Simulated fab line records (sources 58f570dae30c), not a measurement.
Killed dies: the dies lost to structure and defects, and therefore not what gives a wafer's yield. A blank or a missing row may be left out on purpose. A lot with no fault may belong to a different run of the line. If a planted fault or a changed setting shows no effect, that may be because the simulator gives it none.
Comparing a struck lot with a sound one	flow berkeley_cmos170	43 steps out of a route of 331
Sound: these wafers, L569.3, L569.5, L569.6. Wafers struck: L563.1, L563.2, L563.5. The cause is given at the end.
Each step with rows lists, per side, the tool, then ch with its chambers, then its first start. Under that, the readings that differ: sound wafers	struck wafers	difference of the means	sigmas: that difference in standard deviations of wafers without a fault.
alike: a reading whose means differ by less than 2 such deviations, as well as words and numbers matching on both sides. not compared: withheld readings; readings where some wafer has no value; bounds like >300 that might hide an equal value; numbers whose values overlap and for which the record gives no deviation.
The two part at a step that has a row with sigmas, a row that says differs or no value, or rows on one side only. Non-overlapping numbers with no deviation appear without sigmas and do not part them. Lack of a reading on every wafer of one side parts them only where that side has two or more wafers.

first, 7 steps without rows for these wafers: UCB170_ACTIVE_CLEAN_17 (cleans in SPM, time 600 s); UCB170_PFIELD_HMDS_00 (prime time 60 s); UCB170_PFIELD_COAT_01 (resist thk 900 nm); UCB170_PFIELD_SOFTBAKE_02 (time 60 s); UCB170_PFIELD_EXPOSE_03 (exposes mask PFIELD, target cd 1500 nm); UCB170_PFIELD_PEB_04; UCB170_PFIELD_DEVELOP_05 (develop time 45 s).
UCB170_PFIELD_OVL_MEAS_06:
  sound on overlay-01, day 8 14:20; struck on overlay-01, day 7 08:37
  alike: PFIELD_OVL
after that, 1 step had no rows for these wafers: UCB170_PFIELD_IMPLANT_07.
UCB170_PFIELD_STRIP_08: strips in O2.
  sound on plasma_asher-01 ch 0,1, day 8 14:32; struck on plasma_asher-01 ch 0,1, day 7 08:49
  alike: drypump_motor_current_A, oes_product_au, strip_time_to_endpoint_s
  not compared: rf_hours_counter_h
UCB170_PFIELD_TW_MEAS_09:
  sound on film_metro-02, day 8 14:37; struck on film_metro-02, day 7 08:55
  alike: PFIELD_TW
then, 1 step without rows for these wafers: UCB170_FIELD_CLEAN_00 (cleans in dHF, time 7.5 s).
UCB170_FIELD_OXIDATION_01: target thk 558.3 nm, ox time 7200 s.
  sound on furnace-04 ch 0, day 8 17:50; struck on furnace-01 ch 0, day 7 09:52
reading	sound	struck	difference	sigmas
spike_tc_centre_C (C)	1002.4 1002.4 1002.4	1008.3 1009.8 1009.3	+6.7	+6
spike_tc_load_C (C)	1021.1 1021.0 1021.6	1032.2 1033.0 1033.7	+11.7	+6
tube_center_temp_C (C)	999.94 999.93 999.94	1008.1 1008 1008	+8.1	+92
tube_center_temp_C_max	1002.3 1003.1 1002.4	1010.5 1010.4 1010.3	+7.8	+19
  not compared: model.SiO2_of_FIELD_OXIDATION_01.thk_nm
UCB170_FIELD_THK_MEAS_02:
  sound on film_metro-04, day 8 20:52; struck on film_metro-03, day 7 12:52
  alike: FIELD_OXIDE_THK
then, 3 steps without rows for these wafers: UCB170_FIELD_ANNEAL_03 (time 1200 s); UCB170_FIELD_WET_ETCH_04 (etches SiO2 in dHF, time 60 s); UCB170_FIELD_WET_ETCH_05 (etches Si3N4 in H3PO4, time 12600 s).
UCB170_FIELD_WET_ETCH_06: etches SiO2 in BOE, time 22 s.
  sound on wet_bench-01 ch 1, day 9 05:16; struck on wet_bench-01 ch 0, day 7 20:23
  not compared: model.SiO2_of_FIELD_OXIDATION_01.thk_nm
UCB170_FIELD_THK_MEAS_90:
  sound on film_metro-04, day 9 05:19; struck on film_metro-01, day 7 20:24
  alike: FIELD_OXIDE_LEFT_1_THK
then, 2 steps without rows for these wafers: UCB170_SACOX_CLEAN_00 (cleans in dHF, time 7.5 s); UCB170_SACOX_OXIDATION_01 (target thk 14.4 nm, ox time 2400 s).
UCB170_SACOX_THK_MEAS_02:
  sound on film_metro-04, day 9 07:20; struck on film_metro-02, day 7 22:12
  alike: SACOX_OXIDE_THK
then, 2 steps without rows for these wafers: UCB170_SCREENOX_WET_ETCH_00 (etches SiO2 in dHF, time 200 s); UCB170_SCREENOX_OXIDATION_01 (target thk 14.4 nm, ox time 2400 s).
UCB170_SCREENOX_THK_MEAS_02:
  sound on film_metro-01, day 9 11:32; struck on film_metro-01, day 8 01:07
  alike: SCREENOX_OXIDE_THK
then, 7 steps without rows for these wafers: UCB170_SCREENOX_ANNEAL_03 (time 900 s); UCB170_NVT_HMDS_00 (prime time 60 s); UCB170_NVT_COAT_01 (resist thk 900 nm); UCB170_NVT_SOFTBAKE_02 (time 60 s); UCB170_NVT_EXPOSE_03 (exposes mask PWELL, target cd 3000 nm); UCB170_NVT_PEB_04; UCB170_NVT_DEVELOP_05 (develop time 45 s).
UCB170_NVT_OVL_MEAS_06:
  sound on overlay-01, day 9 16:28; struck on overlay-01, day 8 04:59
  alike: NVT_OVL
after that, 1 step had no rows for these wafers: UCB170_NVT_IMPLANT_07.
UCB170_NVT_STRIP_08: strips in O2.
  sound on plasma_asher-02 ch 0,1, day 9 16:40; struck on plasma_asher-03 ch 0,1, day 8 05:10
  alike: drypump_motor_current_A, oes_product_au, strip_time_to_endpoint_s
  not compared: rf_hours_counter_h
UCB170_NVT_TW_MEAS_09:
  sound on film_metro-02, day 9 16:46; struck on film_metro-01, day 8 05:16
  alike: NVT_TW
then, 6 steps without rows for these wafers: UCB170_NVT_CLEAN_10 (cleans in SPM, time 600 s); UCB170_PVT_HMDS_00 (prime time 60 s); UCB170_PVT_COAT_01 (resist thk 900 nm); UCB170_PVT_SOFTBAKE_02 (time 60 s); UCB170_PVT_EXPOSE_03 (exposes mask NWELL, target cd 3000 nm); UCB170_PVT_PEB_04.
UCB170_FIELD_THK_MEAS_91:
  sound on film_metro-01, day 9 18:31; struck on film_metro-01, day 8 08:42
  alike: FIELD_OXIDE_LEFT_2_THK

== WHERE THEY PART ==
UCB170_FIELD_OXIDATION_01 only, going by this record. Later steps at which nothing parts them and some readings are alike: UCB170_FIELD_THK_MEAS_02, UCB170_FIELD_THK_MEAS_90, UCB170_SACOX_THK_MEAS_02, UCB170_SCREENOX_THK_MEAS_02, UCB170_NVT_OVL_MEAS_06, UCB170_NVT_STRIP_08, UCB170_NVT_TW_MEAS_09, UCB170_FIELD_THK_MEAS_91.

WHY: what had been put in by the simulator
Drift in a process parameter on furnace-01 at UCB170_FIELD_OXIDATION_01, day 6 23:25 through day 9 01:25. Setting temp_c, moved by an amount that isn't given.
